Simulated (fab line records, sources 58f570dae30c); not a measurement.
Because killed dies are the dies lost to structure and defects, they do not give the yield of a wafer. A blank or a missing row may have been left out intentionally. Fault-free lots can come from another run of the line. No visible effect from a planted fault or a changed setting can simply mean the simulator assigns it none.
Chamber matching + flow berkeley-cmos170 + rie-diel-04 running UCB170_ACTIVE_ETCH_15: 4 sister chambers
The step etches Si3N4 in CH3F/Ar/O2, stops on SiO2, target depth 242 nm, time 151 s. 8 wafers are shown with their chamber, then 8 later ones without.

WAFERS PAIRED WITH THEIR CHAMBERS
| wafer  | chamber | throttle-valve-pct (%) | drypump-motor-current-A (A) |
|--------|---------|------------------------|-----------------------------|
| L857.5 | 0       | 8.01                   | 5.0                         |
| L857.6 | 1       | 8.14                   | 5.6                         |
| L860.4 | 2       | 7.75                   | 6.4                         |
| L860.5 | 0       | 8.03                   | 5.0                         |
| L859.3 | 1       | 8.14                   | 5.6                         |
| L859.4 | 2       | 7.76                   | 6.3                         |
| L859.5 | 3       | 8.17                   | 5.4                         |
| L869.3 | 3       | 8.17                   | 5.4                         |

WAFERS WITH NO CHAMBER GIVEN
| wafer  | throttle-valve-pct (%) | drypump-motor-current-A (A) |
|--------|------------------------|-----------------------------|
| L869.4 | 7.76                   | 6.3                         |
| L869.6 | 8.19                   | 5.4                         |
| L875.2 | 8.18                   | 5.4                         |
| L875.5 | 7.78                   | 6.4                         |
| L875.6 | 8.15                   | 5.4                         |
| L876.3 | 8.15                   | 5.6                         |
| L876.5 | 8.02                   | 5.0                         |
| L876.6 | 8.15                   | 5.6                         |

WHICH CHAMBER EACH WENT THROUGH
| wafer  | from the rows above | in truth |
|--------|---------------------|----------|
| L869.4 | 2                   | 2        |
| L869.6 | 3                   | 3        |
| L875.2 | 3                   | 3        |
| L875.5 | 2                   | 2        |
| L875.6 | 3                   | 3        |
| L876.3 | 1                   | 1        |
| L876.5 | 0                   | 0        |
| L876.6 | 1                   | 1        |
Correctly placed: 8 of 8. Can't be placed from these rows: 0. Placed wrongly: 0.
How it was worked out, from the rows above alone: a wafer's distance from a chamber is the root of the sum, over the readings, of the square of ((its reading less the chamber's mean) divided by the reading's scatter). The wafer belongs to the nearest chamber; if the next one is less than 2 further off, it can't be placed. The mean given for a chamber averages the wafers shown for that chamber. How the scatter is found: for the shown wafers, subtract from each reading the mean of its chamber, square and add these, divide the total by (wafers less chambers), then take the root.
